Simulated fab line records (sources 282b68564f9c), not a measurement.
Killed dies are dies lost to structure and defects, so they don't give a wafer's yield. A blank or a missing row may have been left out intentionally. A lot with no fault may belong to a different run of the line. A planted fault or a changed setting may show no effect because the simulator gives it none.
Code-filled problem report in 8D (eight disciplines) form / flow rit cmos / the parts of the form that need people (team, actions taken, sign-off) are left out

## 1. THE ISSUE
Across 6 wafers from 2 lots, NLDD_TW at RIT_NLDD_TW_MEAS_10 averages 1554, while fault-free wafers read 2516 with a standard deviation of 23. That puts it -42 standard deviations away from the usual mean.
First observed at day 4 09:44: wafer L723.1, on film metro-03. At this step, 42 wafers from 14 lots have a number in the record. Rule for "out", or "out of limits": more than 4 standard deviations from the usual mean. The other wafers with a number count as sound.

## 2. WHAT IT IS AND WHAT IT IS NOT
question=which readings at this step | is=NLDD_TW | is not=-
question=which lots | is=L723, L725 | is not=L715, L717, L718, L719, L721, L722, L724, L726, L733, L736, L737, L738
question=which wafers of those lots | is=all that have a number | is not=-
question=read on which gauges | is=film metro-03, film metro-04 | is not=film metro-02
question=when | is=from day 4 09:44 | is not=up to then (18 sound wafers); but 18 sound wafers of L724, L726, L733, L736, L737, L738 came after

## 3. SUSPECTS, AND WHAT RULES EACH OUT
Counting: a tool at any process step up to the reading remains a suspect when it ran all the lots that are out and ran no sound lot after the first of those.
- ruled out: the gauge at RIT_NLDD_TW_MEAS_10. Those wafers that are out were read across 2 gauges (film metro-03, film metro-04).
- plasma asher-02 at RIT_NRETRO_STRIP_09 (strips in O2, time 180 s): ruled out as a lasting fault. Following L723 (day 3 21:17), the first lot on it that is out, the sound lots L726, L738 were run on it.
- implanter-03 at RIT_NLDD_IMPLANT_08: kept. It ran every lot that is out, first L723 (day 4 09:24), and no sound lot after that; its last sound lot up to then is L721 (day 3 23:43). Its own readings are out on those wafers: dose ions cm2, faraday current uA.
Left after counting: implanter-03 at RIT_NLDD_IMPLANT_08.

## 4. THE CAUSE (what the simulator had put in)
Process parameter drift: implanter-03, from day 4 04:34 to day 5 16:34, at RIT_NLDD_IMPLANT_08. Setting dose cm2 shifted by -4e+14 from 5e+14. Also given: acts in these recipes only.
Only this tool survived the counting.

## 5. THE CHAIN OF EFFECTS, in route order
One row per reading whose mean, taken over the struck wafers that have a number, lies over 3 standard deviations from the usual. Readings are gone through only where the record gives a usual standard deviation; hours: the median, over the lots, of the time from a lot's start at the first step in this table giving one to that lot's start at this step; sigmas: the change measured in usual standard deviations.
hours=0; step=RIT_NLDD_IMPLANT_08; reading=dose ions cm2; usual=5e+14; on struck wafers=1e+14; change=-4e+14; sigmas=-99 or more
hours=0; step=RIT_NLDD_IMPLANT_08; reading=end station pressure torr; usual=6.2e-06 Torr; on struck wafers=5.2e-06; change=-1.0e-06; sigmas=-3.1
hours=0; step=RIT_NLDD_IMPLANT_08; reading=faraday current uA; usual=1569; on struck wafers=314; change=-1255; sigmas=-42
hours=0; step=RIT_NLDD_TW_MEAS_10; reading=NLDD_TW; usual=2516; on struck wafers=1554; change=-962; sigmas=-42
hours=10; step=RIT_SDANNEAL_RS_MEAS_07; reading=NLDD_RS; usual=151.7 ohm/sq; on struck wafers=514.3; change=+362.6; sigmas=+99 or more
Here are the process steps it includes:
- RIT_NLDD_IMPLANT_08

## 6. WHAT WOULD HAVE CAUGHT IT SOONER
In this record the first reading out of limits at a measuring or inspecting step was taken at day 4 09:44, 5 hours after the fault began at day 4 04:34.
At RIT_NLDD_IMPLANT_08, the tool's own readings (dose ions cm2, faraday current uA) were out on each struck wafer the step has a row for, so an alarm limit on them would have fired on the first such wafer.
L725, from the lots that are out (2), started RIT_NLDD_IMPLANT_08 on implanter-03 later than day 4 09:44. Had the tool been put on hold then, it would have been spared.
